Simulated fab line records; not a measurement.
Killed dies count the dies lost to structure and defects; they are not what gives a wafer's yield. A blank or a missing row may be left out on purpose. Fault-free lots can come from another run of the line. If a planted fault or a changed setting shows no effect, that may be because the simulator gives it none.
Which tool was responsible? || flow berkeley_cmos170 || 45 wafers from 15 lots sampled at 4 of the route's 331 steps

WHAT THE GAUGES READ, wafer by wafer
UCB170_NSD_CD_MEAS_06: target cd 1200 nm.
{"lot": "L112", "measured": "day 6 13:35", "on": "cd_sem-01", "cd_nm (nm)": "1196.6 1195.4 1196.2"}
{"lot": "L113", "measured": "day 6 16:58", "on": "cd_sem-01", "cd_nm (nm)": "1198.8 1197.8 1198.8"}
{"lot": "L116", "measured": "day 7 13:43", "on": "cd_sem-01", "cd_nm (nm)": "1198.1 1199.3 1197.4"}
{"lot": "L118", "measured": "day 8 00:40", "on": "cd_sem-01", "cd_nm (nm)": "1200.5 1199.7 1200.2"}
{"lot": "L119", "measured": "day 8 00:50", "on": "cd_sem-02", "cd_nm (nm)": "1202.2 1201.2 1201.1"}
{"lot": "L121", "measured": "day 8 16:58", "on": "cd_sem-02", "cd_nm (nm)": "1199.4 1201.1 1199.1"}
{"lot": "L122", "measured": "day 8 17:15", "on": "cd_sem-02", "cd_nm (nm)": "- - -"}
{"lot": "L123", "measured": "day 9 07:43", "on": "cd_sem-02", "cd_nm (nm)": "- - -"}
{"lot": "L125", "measured": "day 9 07:34", "on": "cd_sem-02", "cd_nm (nm)": "- - -"}
{"lot": "L126", "measured": "day 9 18:23", "on": "cd_sem-02", "cd_nm (nm)": "1200.3 1199.1 1200.1"}
{"lot": "L129", "measured": "day 10 09:52", "on": "cd_sem-02", "cd_nm (nm)": "1198.3 1199.4 1200.0"}
{"lot": "L131", "measured": "day 10 11:07", "on": "cd_sem-02", "cd_nm (nm)": "1201.7 1201.9 1200.2"}
{"lot": "L132", "measured": "day 10 10:47", "on": "cd_sem-01", "cd_nm (nm)": "1199.4 1197.8 1198.1"}
{"lot": "L133", "measured": "day 11 14:48", "on": "cd_sem-01", "cd_nm (nm)": "1201.1 1199.9 1200.7"}
{"lot": "L134", "measured": "day 11 15:21", "on": "cd_sem-02", "cd_nm (nm)": "1200.2 1200.9 1199.6"}

WHICH TOOL RAN EACH LOT (tool, then ch and the chambers of the sampled wafers, then the start)
{"lot": "L112", "UCB170_ZERO_ETCH_06": "rie_diel-04 ch 0,2,3, day 1 20:18", "UCB170_ACTIVE_ETCH_15": "rie_diel-03 ch 0,1,2, day 4 02:46", "UCB170_NSD_COAT_01": "litho_track-01 ch 0, day 6 12:39"}
{"lot": "L113", "UCB170_ZERO_ETCH_06": "rie_diel-04 ch 0,3, day 2 04:23", "UCB170_ACTIVE_ETCH_15": "rie_diel-02 ch 0,2,3, day 4 07:26", "UCB170_NSD_COAT_01": "litho_track-04 ch 0, day 6 16:17"}
{"lot": "L116", "UCB170_ZERO_ETCH_06": "rie_diel-04 ch 1,3, day 2 14:25", "UCB170_ACTIVE_ETCH_15": "rie_diel-01 ch 2,3, day 4 22:45", "UCB170_NSD_COAT_01": "litho_track-01 ch 0, day 7 12:40"}
{"lot": "L118", "UCB170_ZERO_ETCH_06": "rie_diel-03 ch 0,2,3, day 3 02:02", "UCB170_ACTIVE_ETCH_15": "rie_diel-02 ch 1,2, day 5 07:45", "UCB170_NSD_COAT_01": "litho_track-04 ch 0, day 7 23:47"}
{"lot": "L119", "UCB170_ZERO_ETCH_06": "rie_diel-03 ch 0,1,2, day 3 05:57", "UCB170_ACTIVE_ETCH_15": "rie_diel-03 ch 2,3, day 5 08:02", "UCB170_NSD_COAT_01": "litho_track-03 ch 0, day 7 23:49"}
{"lot": "L121", "UCB170_ZERO_ETCH_06": "rie_diel-01 ch 0,2,3, day 3 19:17", "UCB170_ACTIVE_ETCH_15": "rie_diel-02 ch 0,1,3, day 6 07:44", "UCB170_NSD_COAT_01": "litho_track-04 ch 0, day 8 16:10"}
{"lot": "L122", "UCB170_ZERO_ETCH_06": "rie_diel-03 ch 0,1,3, day 3 22:29", "UCB170_ACTIVE_ETCH_15": "rie_diel-01 ch 0,2,3, day 6 08:01", "UCB170_NSD_COAT_01": "litho_track-03, day 8 16:23"}
{"lot": "L123", "UCB170_ZERO_ETCH_06": "rie_diel-03 ch 0,1,2, day 4 00:19", "UCB170_ACTIVE_ETCH_15": "rie_diel-02 ch 0,2, day 6 20:52", "UCB170_NSD_COAT_01": "litho_track-04, day 9 06:26"}
{"lot": "L125", "UCB170_ZERO_ETCH_06": "rie_diel-01 ch 0,1,3, day 4 09:56", "UCB170_ACTIVE_ETCH_15": "rie_diel-03 ch 0,1,3, day 6 21:21", "UCB170_NSD_COAT_01": "litho_track-01, day 9 06:26"}
{"lot": "L126", "UCB170_ZERO_ETCH_06": "rie_diel-01 ch 0,2,3, day 4 16:07", "UCB170_ACTIVE_ETCH_15": "rie_diel-01 ch 0,2,3, day 7 04:52", "UCB170_NSD_COAT_01": "litho_track-04 ch 0, day 9 17:41"}
{"lot": "L129", "UCB170_ZERO_ETCH_06": "rie_diel-01 ch 0,2,3, day 5 07:19", "UCB170_ACTIVE_ETCH_15": "rie_diel-01 ch 1,2, day 7 19:18", "UCB170_NSD_COAT_01": "litho_track-03 ch 0, day 10 07:55"}
{"lot": "L131", "UCB170_ZERO_ETCH_06": "rie_diel-01 ch 1,2,3, day 5 20:01", "UCB170_ACTIVE_ETCH_15": "rie_diel-01 ch 1,2,3, day 8 08:02", "UCB170_NSD_COAT_01": "litho_track-03 ch 0, day 10 09:32"}
{"lot": "L132", "UCB170_ZERO_ETCH_06": "rie_diel-01 ch 0,1,3, day 6 00:11", "UCB170_ACTIVE_ETCH_15": "rie_diel-03 ch 0,3, day 8 08:17", "UCB170_NSD_COAT_01": "litho_track-04 ch 0, day 10 08:50"}
{"lot": "L133", "UCB170_ZERO_ETCH_06": "rie_diel-04 ch 0,3, day 6 09:49", "UCB170_ACTIVE_ETCH_15": "rie_diel-03 ch 0,1,3, day 9 04:04", "UCB170_NSD_COAT_01": "litho_track-01 ch 0, day 11 13:20"}
{"lot": "L134", "UCB170_ZERO_ETCH_06": "rie_diel-01 ch 2,3, day 6 12:39", "UCB170_ACTIVE_ETCH_15": "rie_diel-01 ch 0,3, day 9 04:11", "UCB170_NSD_COAT_01": "litho_track-04 ch 0, day 11 13:47"}
- UCB170_ZERO_ETCH_06: etches SiO2 in CHF3/CF4/Ar, time 12 s.
- UCB170_ACTIVE_ETCH_15: etches Si3N4 in CH3F/Ar/O2, stops on SiO2, target depth 242 nm, time 151 s.
- UCB170_NSD_COAT_01: resist thk 900 nm.

WHAT THE TOOLS THEMSELVES READ (means of the sampled wafers that have a number; where no wafer has one, the mark that the record gives instead)
UCB170_ZERO_ETCH_06.
{"lot": "L112", "tool": "rie_diel-04", "drypump_motor_current_A (A)": 6.0, "oes_product_au (a.u.)": 0.627, "throttle_valve_pct (%)": 9.27}
{"lot": "L113", "tool": "rie_diel-04", "drypump_motor_current_A (A)": 5.8, "oes_product_au (a.u.)": 0.631, "throttle_valve_pct (%)": 9.30}
{"lot": "L116", "tool": "rie_diel-04", "drypump_motor_current_A (A)": 5.7, "oes_product_au (a.u.)": 0.622, "throttle_valve_pct (%)": 9.31}
{"lot": "L118", "tool": "rie_diel-03", "drypump_motor_current_A (A)": 6.1, "oes_product_au (a.u.)": 0.615, "throttle_valve_pct (%)": 9.22}
{"lot": "L119", "tool": "rie_diel-03", "drypump_motor_current_A (A)": 5.6, "oes_product_au (a.u.)": 0.612, "throttle_valve_pct (%)": 9.28}
{"lot": "L121", "tool": "rie_diel-01", "drypump_motor_current_A (A)": 5.4, "oes_product_au (a.u.)": 0.608, "throttle_valve_pct (%)": 9.29}
{"lot": "L122", "tool": "rie_diel-03", "drypump_motor_current_A (A)": 5.8, "oes_product_au (a.u.)": 0.621, "throttle_valve_pct (%)": 9.30}
{"lot": "L123", "tool": "rie_diel-03", "drypump_motor_current_A (A)": 5.6, "oes_product_au (a.u.)": 0.611, "throttle_valve_pct (%)": 9.28}
{"lot": "L125", "tool": "rie_diel-01", "drypump_motor_current_A (A)": 5.8, "oes_product_au (a.u.)": 0.604, "throttle_valve_pct (%)": 9.27}
{"lot": "L126", "tool": "rie_diel-01", "drypump_motor_current_A (A)": 5.4, "oes_product_au (a.u.)": 0.613, "throttle_valve_pct (%)": 9.29}
{"lot": "L129", "tool": "rie_diel-01", "drypump_motor_current_A (A)": 5.4, "oes_product_au (a.u.)": 0.614, "throttle_valve_pct (%)": 9.29}
{"lot": "L131", "tool": "rie_diel-01", "drypump_motor_current_A (A)": 5.7, "oes_product_au (a.u.)": 0.614, "throttle_valve_pct (%)": 9.24}
{"lot": "L132", "tool": "rie_diel-01", "drypump_motor_current_A (A)": 5.8, "oes_product_au (a.u.)": 0.606, "throttle_valve_pct (%)": 9.26}
{"lot": "L133", "tool": "rie_diel-04", "drypump_motor_current_A (A)": 5.9, "oes_product_au (a.u.)": 0.624, "throttle_valve_pct (%)": 9.27}
{"lot": "L134", "tool": "rie_diel-01", "drypump_motor_current_A (A)": 5.5, "oes_product_au (a.u.)": 0.607, "throttle_valve_pct (%)": 9.32}

UCB170_ACTIVE_ETCH_15.
{"lot": "L112", "tool": "rie_diel-03", "drypump_motor_current_A (A)": 5.6, "oes_product_au (a.u.)": 0.924, "throttle_valve_pct (%)": 8.08}
{"lot": "L113", "tool": "rie_diel-02", "drypump_motor_current_A (A)": 5.6, "oes_product_au (a.u.)": 0.956, "throttle_valve_pct (%)": 8.02}
{"lot": "L116", "tool": "rie_diel-01", "drypump_motor_current_A (A)": 5.5, "oes_product_au (a.u.)": 0.927, "throttle_valve_pct (%)": 8.14}
{"lot": "L118", "tool": "rie_diel-02", "drypump_motor_current_A (A)": 5.1, "oes_product_au (a.u.)": 0.948, "throttle_valve_pct (%)": 7.90}
{"lot": "L119", "tool": "rie_diel-03", "drypump_motor_current_A (A)": 6.4, "oes_product_au (a.u.)": 0.960, "throttle_valve_pct (%)": 8.11}
{"lot": "L121", "tool": "rie_diel-02", "drypump_motor_current_A (A)": 5.6, "oes_product_au (a.u.)": 0.960, "throttle_valve_pct (%)": 8.19}
{"lot": "L122", "tool": "rie_diel-01", "drypump_motor_current_A (A)": 5.4, "oes_product_au (a.u.)": 0.927, "throttle_valve_pct (%)": 8.11}
{"lot": "L123", "tool": "rie_diel-02", "drypump_motor_current_A (A)": 5.4, "oes_product_au (a.u.)": 0.959, "throttle_valve_pct (%)": 7.91}
{"lot": "L125", "tool": "rie_diel-03", "drypump_motor_current_A (A)": 5.8, "oes_product_au (a.u.)": 0.929, "throttle_valve_pct (%)": 8.12}
{"lot": "L126", "tool": "rie_diel-01", "drypump_motor_current_A (A)": 5.4, "oes_product_au (a.u.)": 0.914, "throttle_valve_pct (%)": 8.10}
{"lot": "L129", "tool": "rie_diel-01", "drypump_motor_current_A (A)": 5.9, "oes_product_au (a.u.)": 0.949, "throttle_valve_pct (%)": 7.97}
{"lot": "L131", "tool": "rie_diel-01", "drypump_motor_current_A (A)": 5.7, "oes_product_au (a.u.)": 0.944, "throttle_valve_pct (%)": 8.05}
{"lot": "L132", "tool": "rie_diel-03", "drypump_motor_current_A (A)": 5.8, "oes_product_au (a.u.)": 0.927, "throttle_valve_pct (%)": 7.97}
{"lot": "L133", "tool": "rie_diel-03", "drypump_motor_current_A (A)": 5.8, "oes_product_au (a.u.)": 0.929, "throttle_valve_pct (%)": 8.12}
{"lot": "L134", "tool": "rie_diel-01", "drypump_motor_current_A (A)": 5.4, "oes_product_au (a.u.)": 0.906, "throttle_valve_pct (%)": 8.13}

UCB170_NSD_COAT_01.
{"lot": "L112", "tool": "litho_track-01", "chill_plate_temp_C (C)": 23.08, "dispense_pressure_kPa (kPa)": 49.5}
{"lot": "L113", "tool": "litho_track-04", "chill_plate_temp_C (C)": 22.99, "dispense_pressure_kPa (kPa)": 49.2}
{"lot": "L116", "tool": "litho_track-01", "chill_plate_temp_C (C)": 23.06, "dispense_pressure_kPa (kPa)": 49.4}
{"lot": "L118", "tool": "litho_track-04", "chill_plate_temp_C (C)": 23.04, "dispense_pressure_kPa (kPa)": 49.2}
{"lot": "L119", "tool": "litho_track-03", "chill_plate_temp_C (C)": 23.00, "dispense_pressure_kPa (kPa)": 53.8}
{"lot": "L121", "tool": "litho_track-04", "chill_plate_temp_C (C)": 22.96, "dispense_pressure_kPa (kPa)": 49.2}
{"lot": "L122", "tool": "litho_track-03", "chill_plate_temp_C (C)": "-", "dispense_pressure_kPa (kPa)": "-"}
{"lot": "L123", "tool": "litho_track-04", "chill_plate_temp_C (C)": "-", "dispense_pressure_kPa (kPa)": "-"}
{"lot": "L125", "tool": "litho_track-01", "chill_plate_temp_C (C)": "-", "dispense_pressure_kPa (kPa)": "-"}
{"lot": "L126", "tool": "litho_track-04", "chill_plate_temp_C (C)": 23.05, "dispense_pressure_kPa (kPa)": 49.2}
{"lot": "L129", "tool": "litho_track-03", "chill_plate_temp_C (C)": 22.89, "dispense_pressure_kPa (kPa)": 53.8}
{"lot": "L131", "tool": "litho_track-03", "chill_plate_temp_C (C)": 23.14, "dispense_pressure_kPa (kPa)": 53.8}
{"lot": "L132", "tool": "litho_track-04", "chill_plate_temp_C (C)": 23.15, "dispense_pressure_kPa (kPa)": 49.2}
{"lot": "L133", "tool": "litho_track-01", "chill_plate_temp_C (C)": 22.83, "dispense_pressure_kPa (kPa)": 49.5}
{"lot": "L134", "tool": "litho_track-04", "chill_plate_temp_C (C)": 23.04, "dispense_pressure_kPa (kPa)": 49.2}

THE ANSWER, worked out from the rows above alone
Rule: what is usual is taken from the lots themselves. Put in order of their means at a reading, lots are off if they are a third of the lots or fewer, leave a main group of 4 or more, and stand apart from it by a gap of 3 or more times the standard deviation of the main group's means; of several such gaps the widest counts. A main group is skipped when, at the precision printed for the reading in the tables above, its means are all equal. Also off: a lot with no number at a reading for which 4 or more lots have one. The other lots that the step has rows for count as sound. After the gauges, taken in route order, come the tools' own readings; for these a lot's mean is taken, as printed above. The first step at which some lot is off is used, and at that step the reading that is off furthest; a lot without a number counts as furthest.
Off at UCB170_NSD_CD_MEAS_06 (cd_nm): L122, L123, L125. Without a number there: L122, L123, L125. For the main group the mean is 1199.5 nm and the standard deviation 1.4.
If a tool, at a process step before that reading, ran all the lots that are off and no sound lot after the first of them, it fits. Not tried: the gauges at UCB170_NSD_CD_MEAS_06; whatever is off there is also off at UCB170_NSD_COAT_01, on other tools, and gauge error can't account for it. None of those tried fits.

WHAT WAS PUT IN BY THE SIMULATOR
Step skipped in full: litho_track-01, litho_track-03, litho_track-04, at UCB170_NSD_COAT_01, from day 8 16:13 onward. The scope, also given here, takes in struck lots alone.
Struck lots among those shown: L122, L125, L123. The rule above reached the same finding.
